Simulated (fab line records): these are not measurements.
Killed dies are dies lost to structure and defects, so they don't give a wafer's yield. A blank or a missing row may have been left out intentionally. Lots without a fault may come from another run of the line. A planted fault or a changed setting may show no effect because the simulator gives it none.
Problem report, 8D (eight disciplines) form, completed by code || flow rit-cmos || the parts of the form that need people (team, actions taken, sign-off) are left out

== 1. PROBLEM STATEMENT ==
Wafers free of any fault read 2483 (standard deviation 16) for NLDD_TW at RIT_NLDD_TW_MEAS_10, against a mean of 2711 on 6 wafers of 2 lots. Relative to the usual mean, that is a shift of +14 standard deviations.
First seen on wafer L101.2, day 4 19:16, on film-metro-01. The record holds 42 wafers of 14 lots with a number at this step. Rule for "out", or "out of limits": more than 4 standard deviations from the usual mean. All remaining wafers that have a number are taken as sound.

== 2. WHAT IT IS, AND WHAT IT ISN'T ==
{"question": "which readings at this step", "is": "NLDD_TW", "is not": "-"}
{"question": "which lots", "is": "L101, L103", "is not": "L100, L104, L107, L110, L111, L112, L113, L114, L116, L993, L995, L999"}
{"question": "which wafers of those lots", "is": "all that have a number", "is not": "-"}
{"question": "read on which gauges", "is": "film-metro-01, film-metro-04", "is not": "film-metro-02"}
{"question": "when", "is": "from day 4 19:16", "is not": "up to then (12 sound wafers); but 24 sound wafers of L104, L107, L110, L111, L112, L113, L114, L116 came after"}

== 3. WHAT RULES OUT EACH SUSPECT ==
Counting: a tool at a process step up to the reading stays a suspect if it ran every lot that is out and no sound lot after the first of them.
- the gauge at RIT_NLDD_TW_MEAS_10 is ruled out. Those wafers that are out were read across 2 gauges (film-metro-01, film-metro-04).
- implanter-04 at RIT_NLDD_IMPLANT_08: ruled out as a lasting fault. Following L101 (day 4 18:58), the first lot on it that is out, the sound lots L116 were run on it.
Left after counting: nothing in the record.

== 4. THE CAUSE (what the simulator had put in) ==
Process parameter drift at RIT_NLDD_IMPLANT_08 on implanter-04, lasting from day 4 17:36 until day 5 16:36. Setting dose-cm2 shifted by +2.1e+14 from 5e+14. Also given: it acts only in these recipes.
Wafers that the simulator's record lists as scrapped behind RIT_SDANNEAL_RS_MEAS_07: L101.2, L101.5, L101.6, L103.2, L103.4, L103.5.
It was ruled out by counting, in error; the rule expects a fault to strike all lots run on its tool from its start on, and this fault did not.

== 5. THE EFFECT CHAIN, in route order ==
Each row: a reading where the mean over the struck wafers with a number is more than 3 standard deviations away from the usual. Scope: only readings with a usual standard deviation given in the record; hours: median across lots of the time from each lot's start at the first step in this table that gives one to its start at this step; sigmas: change in usual standard deviations.
{"hours": 0, "step": "RIT_NLDD_IMPLANT_08", "reading": "dose-ions-cm2", "usual": 5e+14, "on struck wafers": 7e+14, "change": "+2e+14", "sigmas": "+99 or more"}
{"hours": 0, "step": "RIT_NLDD_IMPLANT_08", "reading": "faraday-current-uA", "usual": 1571, "on struck wafers": 2222, "change": "+651", "sigmas": "+20"}
{"hours": 0, "step": "RIT_NLDD_TW_MEAS_10", "reading": "NLDD_TW", "usual": 2483, "on struck wafers": 2711, "change": "+228", "sigmas": "+14"}
{"hours": 11, "step": "RIT_SDANNEAL_RS_MEAS_07", "reading": "NLDD_RS", "usual": "151.6 ohm/sq", "on struck wafers": 114.1, "change": -37.5, "sigmas": -69}
Its process steps:
- RIT_NLDD_IMPLANT_08

== 6. WHAT WOULD HAVE CAUGHT IT SOONER ==
The first out-of-limits reading at a measuring or inspecting step in this record came at day 4 19:16, 2 hours after the fault's start at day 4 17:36.
Tool's own readings at RIT_NLDD_IMPLANT_08, dose-ions-cm2, faraday-current-uA: out on all struck wafers the step has rows for; an alarm limit on them would have tripped on the first.
